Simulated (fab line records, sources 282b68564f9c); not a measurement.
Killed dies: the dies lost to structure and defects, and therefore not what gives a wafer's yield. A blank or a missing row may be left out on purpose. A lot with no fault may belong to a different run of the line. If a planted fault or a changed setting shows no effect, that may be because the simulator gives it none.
fab line records    flow rit-cmos
[record] lots = 14  wafers = 42  last-day = 7
route steps=202 shown ACTIVE@14 M1@202
lots with no fault: from the same line, run without faults
start-h: start of the lot's first displayed wafer, in hours after the record's first day    wait-h: how many hours have passed since the lot's step before this one    " same as the row above    L1.1+2: a single row standing in for several wafers    - no value present, or no start provided    * or withheld: withheld    < > ~ a bound
route shown NAME@n: a module of which the file shows steps, and the number in the route of the first    usual: mean and standard deviation over wafers with no fault    same: alike in all rows    chamber/n: place in a boat    sites: the reading at each site    _std_site: how widely they spread, as a standard deviation    _edge_site: mean of outer sites minus mean of inner sites    radius-mm: how far each site lies from the wafer's centre    mask NAME#n: copy n    behind: the most recent tool/chamber to have shaped the wafer    hold: the reason the lot was held/the length of the hold in hours/how it ended    device: which transistor (n, p or np) failed to switch    end of line: tests run on the same wafers once the route is complete    a step with no rows: only its recipe    killed: dies lost to structure and defects at the first sort, not the wafer's yield    map: shows each die of a wafer: x if killed, . if not, _ if none is there
set.NAME: the setting the step ran with; set.NAME@STEP: the setting that earlier step ran with    model.NAME: the simulator's own value behind a step, which no gauge read
the route's steps for a sample of lots (tables are steps, rows are wafers)
services: when a tool's chamber went out of use (start-h, in hours from the record's first day, below 0 if earlier), for how many hours, and the reason
[[steps]]
[step RIT_ACTIVE_ETCH_13]
[recipe] stop-on = SiO2  chemistry = SF6  target = Si3N4  time-s = 210  over-etch-frac = 0.4  SF6_flow_sccm = 200  pressure-mtorr = 260  rf-w = 125  target-depth-a = 2100
[usual] chamber-pressure-mTorr = 259.99/0.24  drypump-motor-current-A = 5.6/0.57  oes-product-au = 0.816/0.014  throttle-valve-pct = 7.48/0.12
lot.wafer  tool         chamber  start-h  wait-h  chamber-pressure-mTorr  drypump-motor-current-A  oes-product-au  rf-hours-counter-h  throttle-valve-pct
L965.1     rie-diel-04  3        15.10    0.1     260.25                  5.4                      0.825           39                  7.41
L965.4     "            1        "        "       260.06                  5.8                      0.814           88                  7.25
L965.6     "            0        "        "       259.82                  5.5                      0.825           -                   7.52
L966.2     rie-diel-04  2        19.71    0.1     259.68                  6.1                      0.847           165                 7.52
L966.3     "            1        "        "       260.00                  5.8                      0.815           89                  7.24
L966.5     "            1        "        "       259.86                  5.8                      0.812           -                   7.27
L967.2     rie-diel-02  3        25.93    0.1     260.00                  4.9                      0.802           142                 7.75
L967.4     "            1        "        "       259.92                  5.4                      0.827           42                  7.51
L967.5     "            3        "        "       259.80                  4.9                      0.806           -                   7.72
L970.1     rie-diel-04  0        41.43    0.1     259.73                  5.5                      0.841           112                 7.51
L970.3     "            2        "        "       259.67                  6.0                      0.847           165                 7.50
L970.6     "            3        "        "       260.56                  5.4                      0.825           -                   7.39
L972.1     rie-diel-04  2        50.65    0.1     260.03                  6.1                      0.833           165                 7.50
L972.2     "            0        "        "       260.22                  5.6                      0.839           112                 7.51
L972.6     "            3        "        "       259.59                  5.4                      0.822           -                   7.40
L973.2     rie-diel-01  2        56.85    0.1     260.20                  6.8                      0.819           117                 7.65
L973.4     "            0        "        "       259.92                  5.4                      0.830           2                   7.39
L973.6     "            2        "        "       259.89                  6.8                      0.818           -                   7.64
L974.1     rie-diel-02  0        60.94    0.1     260.42                  5.4                      0.812           68                  7.48
L974.3     "            1        "        "       259.58                  5.4                      0.818           42                  7.51
L974.4     "            1        "        "       259.86                  5.4                      0.819           -                   7.50
L975.3     rie-diel-04  1        65.48    0.1     260.00                  5.8                      0.810           89                  7.26
L975.4     "            1        "        "       259.95                  5.8                      0.813           -                   7.26
L975.6     "            0        "        "       259.94                  5.5                      0.837           -                   7.50
L976.2     rie-diel-01  0        71.00    0.1     260.05                  5.4                      0.827           2                   7.40
L976.4     "            3        "        "       259.92                  5.9                      0.808           37                  7.35
L976.6     "            1        "        "       260.49                  4.9                      0.793           -                   7.58
L977.3     rie-diel-04  0        75.44    0.1     259.83                  5.5                      0.817           112                 7.49
L977.4     "            0        "        "       260.45                  5.6                      0.824           -                   7.52
L977.5     "            3        "        "       259.94                  5.4                      0.815           -                   7.39
L979.3     rie-diel-01  2        88.04    0.1     259.63                  6.8                      0.813           118                 7.64
L979.4     "            1        "        "       260.39                  4.8                      0.798           7                   7.60
L979.6     "            3        "        "       259.96                  5.9                      0.803           -                   7.35
L980.1     rie-diel-04  1        90.55    0.1     208.01                  5.8                      0.808           90                  7.26
L980.2     "            0        "        "       208.36                  5.5                      0.828           112                 7.52
L980.3     "            3        "        "       208.06                  5.4                      0.825           40                  7.39
L981.1     rie-diel-02  3        94.93    0.1     260.20                  4.9                      0.809           142                 7.74
L981.2     "            1        "        "       259.83                  5.4                      0.822           43                  7.51
L981.3     "            2        "        "       260.30                  4.8                      0.829           17                  7.55
L983.2     rie-diel-04  1        104.83   0.1     207.93                  5.8                      0.804           90                  7.25
L983.3     "            0        "        "       208.06                  5.5                      0.824           113                 7.51
L983.6     "            3        "        "       207.95                  5.4                      0.817           -                   7.39
[step RIT_M1_PROBE_99]
[usual] killed-at-contacts = 0.0/0.22  killed-at-front-end = 6.6/2.7  killed-dies = 6.7/2.7  killed-on-rim = 1.7/1.4  killed-open = 3.4/2  killed-short = 3.2/1.8
[same] gross-dies = 264  killed_at_M0_to_M3 = 0  killed_at_M4_up = 0  killed-at-back-side = 0  killed-at-other = 0
lot.wafer  tool       chamber  start-h  wait-h  killed-at-contacts  killed-at-front-end  killed-dies  killed-on-rim  killed-open  killed-short
L965.1     prober-02  -        68.24    0.1     0                   7                    7            0              2            5
L965.4     prober-02  -        68.39    0.2     0                   6                    6            0              1            5
L965.6     prober-02  -        68.49    0.2     0                   5                    5            0              4            1
L966.2     prober-01  -        69.79    0.1     0                   5                    5            0              1            4
L966.3     prober-01  -        69.84    0.2     0                   6                    6            3              4            2
L966.5     prober-01  -        69.94    0.2     0                   12                   12           2              9            3
L967.2     prober-02  -        71.29    0.1     0                   9                    9            4              5            4
L967.4     prober-02  -        71.39    0.2     0                   10                   10           2              5            5
L967.5     prober-02  -        71.44    0.2     0                   7                    7            1              6            1
L970.1     prober-01  -        88.01    0.1     0                   7                    7            2              2            5
L970.3     prober-01  -        88.11    0.2     0                   3                    3            0              1            2
L970.6     prober-01  -        88.26    0.2     0                   4                    4            0              3            1
L972.1     prober-01  -        97.80    0.1     0                   10                   10           1              7            3
L972.2     prober-01  -        97.85    0.1     0                   8                    8            3              3            5
L972.6     prober-01  -        98.05    0.2     0                   7                    7            0              2            5
L973.2     prober-02  -        99.71    0.1     0                   7                    7            2              5            2
L973.4     prober-02  -        99.81    0.2     0                   2                    2            1              0            2
L973.6     prober-02  -        99.91    0.2     0                   7                    7            3              4            3
L974.1     prober-01  -        109.26   0.1     0                   4                    4            0              1            3
L974.3     prober-01  -        109.36   0.2     0                   9                    9            5              5            4
L974.4     prober-01  -        109.41   0.2     0                   9                    9            5              4            5
L975.3     prober-02  -        113.31   0.2     0                   13                   13           2              8            5
L975.4     prober-02  -        113.36   0.2     0                   4                    4            0              1            3
L975.6     prober-02  -        113.46   0.2     1                   5                    6            2              2            2
L976.2     prober-01  -        114.76   0.1     0                   5                    5            0              3            2
L976.4     prober-01  -        114.86   0.2     0                   11                   11           3              5            6
L976.6     prober-01  -        114.96   0.2     0                   10                   10           1              5            5
L977.3     prober-02  -        122.80   0.2     0                   5                    5            3              4            1
L977.4     prober-02  -        122.85   0.2     0                   3                    3            0              1            2
L977.5     prober-02  -        122.90   0.2     0                   2                    2            0              1            1
L979.3     prober-02  -        140.07   0.2     0                   5                    5            3              2            2
L979.4     prober-02  -        140.12   0.2     0                   8                    8            3              4            3
L979.6     prober-02  -        140.22   0.2     0                   4                    4            2              2            2
L980.1     prober-01  -        145.16   0.1     0                   6                    6            2              2            4
L980.2     prober-01  -        145.21   0.1     0                   3                    3            0              2            1
L980.3     prober-01  -        145.26   0.2     0                   8                    8            0              2            5
L981.1     prober-02  -        146.66   0.1     0                   3                    3            0              0            3
L981.2     prober-02  -        146.71   0.1     0                   5                    5            2              4            1
L981.3     prober-02  -        146.76   0.2     0                   8                    8            4              2            6
L983.2     prober-02  -        166.43   0.1     0                   7                    7            1              4            3
L983.3     prober-02  -        166.48   0.2     0                   11                   11           3              5            6
L983.6     prober-02  -        166.63   0.2     0                   9                    9            3              3            6
// killed by level:class
L965.1 SPACER:geometric-particle:short=3 GATE:geometric-particle:open=1 GATE:geometric-particle:short=1 REOX:geometric-particle:short=1 SPACER:geometric-particle:open=1
L965.4 FOX2:geometric-particle:short=2 GATE:geometric-particle:short=2 GATE:geometric-particle:open=1 SPACER:geometric-particle:short=1
L965.6 GATE:geometric-particle:open=2 FOX2:geometric-particle:open=1 GATE:geometric-particle:short=1 REOX:geometric-particle:open=1
L966.2 GATE:geometric-particle:short=3 GATE:geometric-particle:open=1 REOX:geometric-particle:short=1
L966.3 GATE:geometric-particle:short=1 GATE:geometric-particle:open=1 REOX:geometric-particle:open=1 REOX:geometric-particle:short=1 SPACER:geometric-particle:open=1 SILICIDE:geometric-particle:open=1
L966.5 FOX1:geometric-particle:open=3 GATE:geometric-particle:open=3 GATE:geometric-particle:short=2 FOX1:geometric-particle:short=1 REOX:geometric-particle:open=1 SPACER:geometric-particle:open=1 SILICIDE:geometric-particle:open=1
L967.2 REOX:geometric-particle:open=5 FOX2:geometric-particle:short=2 FOX1:geometric-particle:short=1 GATE:geometric-particle:short=1
L967.4 GATE:geometric-particle:short=3 REOX:geometric-particle:open=2 FOX1:geometric-particle:short=1 FOX2:geometric-particle:short=1 FOX2:geometric-particle:open=1 SPACER:geometric-particle:open=1 SILICIDE:geometric-particle:open=1
L967.5 REOX:geometric-particle:open=3 SILICIDE:geometric-particle:open=2 FOX1:geometric-particle:open=1 GATE:geometric-particle:short=1
L970.1 GATE:geometric-particle:short=3 GATE:geometric-particle:open=2 FOX1:geometric-particle:short=1 SPACER:geometric-particle:short=1
L970.3 FOX1:geometric-particle:short=2 GATE:geometric-particle:open=1
L970.6 FOX2:geometric-particle:open=1 GATE:geometric-particle:open=1 GATE:geometric-particle:short=1 SILICIDE:geometric-particle:open=1
L972.1 FOX1:geometric-particle:open=4 GATE:geometric-particle:open=3 GATE:geometric-particle:short=2 FOX1:geometric-particle:short=1
L972.2 GATE:geometric-particle:short=3 SILICIDE:geometric-particle:open=2 REOX:geometric-particle:open=1 REOX:geometric-particle:short=1 SILICIDE:geometric-particle:short=1
L972.6 GATE:geometric-particle:short=3 FOX1:geometric-particle:open=1 FOX1:geometric-particle:short=1 GATE:geometric-particle:open=1 REOX:geometric-particle:short=1
L973.2 GATE:geometric-particle:open=4 SPACER:geometric-particle:open=1 SPACER:geometric-particle:short=1 SILICIDE:geometric-particle:short=1
L973.4 FOX1:geometric-particle:short=1 SILICIDE:geometric-particle:short=1
L973.6 FOX2:geometric-particle:open=3 SILICIDE:geometric-particle:short=2 FOX1:geometric-particle:short=1 SILICIDE:geometric-particle:open=1
L974.1 GATE:geometric-particle:short=2 GATE:geometric-particle:open=1 REOX:geometric-particle:short=1
L974.3 GATE:geometric-particle:open=3 SPACER:geometric-particle:short=3 FOX1:geometric-particle:short=1 FOX2:geometric-particle:open=1 SPACER:geometric-particle:open=1
L974.4 GATE:geometric-particle:open=3 GATE:geometric-particle:short=3 SPACER:geometric-particle:short=2 REOX:geometric-particle:open=1
L975.3 FOX1:geometric-particle:open=4 GATE:geometric-particle:short=4 GATE:geometric-particle:open=3 SPACER:geometric-particle:open=1 SPACER:geometric-particle:short=1
L975.4 FOX1:geometric-particle:short=1 FOX1:geometric-particle:open=1 REOX:geometric-particle:short=1 SPACER:geometric-particle:short=1
L975.6 GATE:geometric-particle:short=2 NSD:coat-microbubble-printed=2 REOX:geometric-particle:open=1 CONTACT:geometric-particle:open=1
L976.2 GATE:geometric-particle:open=2 GATE:geometric-particle:short=1 SPACER:geometric-particle:short=1 SILICIDE:geometric-particle:open=1
L976.4 GATE:geometric-particle:short=2 GATE:geometric-particle:open=2 SPACER:geometric-particle:short=2 SILICIDE:geometric-particle:short=2 SILICIDE:geometric-particle:open=2 SPACER:geometric-particle:open=1
L976.6 GATE:geometric-particle:open=4 GATE:geometric-particle:short=2 SILICIDE:geometric-particle:short=2 FOX1:geometric-particle:short=1 REOX:geometric-particle:open=1
L977.3 FOX2:geometric-particle:open=2 GATE:geometric-particle:open=2 SPACER:geometric-particle:short=1
L977.4 GATE:geometric-particle:short=2 GATE:geometric-particle:open=1
L977.5 GATE:geometric-particle:short=1 SILICIDE:geometric-particle:open=1
L979.3 GATE:geometric-particle:open=2 GATE:geometric-particle:short=1 REOX:geometric-particle:short=1 PSD:coat-microbubble-printed=1
L979.4 GATE:geometric-particle:short=2 SPACER:geometric-particle:open=2 FOX2:geometric-particle:open=1 GATE:geometric-particle:open=1 REOX:geometric-particle:short=1 PSD:coat-microbubble-printed=1
L979.6 FOX1:geometric-particle:open=1 GATE:geometric-particle:short=1 SPACER:geometric-particle:short=1 SPACER:geometric-particle:open=1
L980.1 REOX:geometric-particle:short=2 GATE:geometric-particle:short=1 GATE:geometric-particle:open=1 SPACER:geometric-particle:short=1 STARTING-WAFER:geometric-particle:open=1
L980.2 FOX1:geometric-particle:open=1 FOX2:geometric-particle:open=1 GATE:geometric-particle:short=1
L980.3 FOX2:geometric-particle:short=3 FOX2:geometric-particle:open=1 REOX:geometric-particle:open=1 REOX:geometric-particle:short=1 SILICIDE:geometric-particle:short=1 NSD:coat-microbubble-printed=1
L981.1 FOX1:geometric-particle:short=1 FOX2:geometric-particle:short=1 GATE:geometric-particle:short=1
L981.2 FOX1:geometric-particle:open=2 FOX2:geometric-particle:open=1 SPACER:geometric-particle:open=1 SILICIDE:geometric-particle:short=1
L981.3 GATE:geometric-particle:short=2 GATE:geometric-particle:open=2 SILICIDE:geometric-particle:short=2 FOX1:geometric-particle:short=1 FOX2:geometric-particle:short=1
L983.2 GATE:geometric-particle:open=2 GATE:geometric-particle:short=2 FOX1:geometric-particle:open=1 FOX2:geometric-particle:short=1 SILICIDE:geometric-particle:open=1
L983.3 GATE:geometric-particle:open=5 GATE:geometric-particle:short=4 FOX2:geometric-particle:short=1 REOX:geometric-particle:short=1
L983.6 FOX1:geometric-particle:short=2 REOX:geometric-particle:short=2 FOX2:geometric-particle:short=1 GATE:geometric-particle:short=1 GATE:geometric-particle:open=1 REOX:geometric-particle:open=1 SPACER:geometric-particle:open=1
[[services]]
tool         chamber  start-h  hours  kind
rie-diel-02  1        34.90    8.6    repair
rie-diel-04  3        43.40    5.6    repair
rie-diel-02  3        55.30    32.9   repair
rie-diel-04  2        63.99    -      clean
rie-diel-04  2        63.99    14.8   scheduled-down
rie-diel-04  2        63.99    14.8   vent-cycle
rie-diel-04  -        78.62    0.8    repair
rie-diel-02  0        89.08    2.4    repair
[[key]]
[first-sign] step = RIT_ACTIVE_ETCH_13  reading = chamber-pressure-mTorr  direction = down  sigmas = 99+  usual = 259.99  struck = 208.06
effect none on later readings
met-at RIT_ACTIVE_ETCH_13
struck-lots L980,L983
tester-left-out L980,L983
onset-between 75.44 90.55
[fault] kind = process-parameter-drift  tool = rie-diel-04  chamber = -  onset-h = 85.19  steps = RIT_ACTIVE_ETCH_13  channel = pressure-mtorr  offset = -52  shape = step  end-h = 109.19  acts-in = these-recipes-only  stated = 260
// tester-left-out: of these lots the tester's yield and bins aren't shown, on N5 and GAA mostly nor the transistor test; their killed dies are dies lost to structure and defects alone, not to doping, threshold or leakage, so they don't give the yield
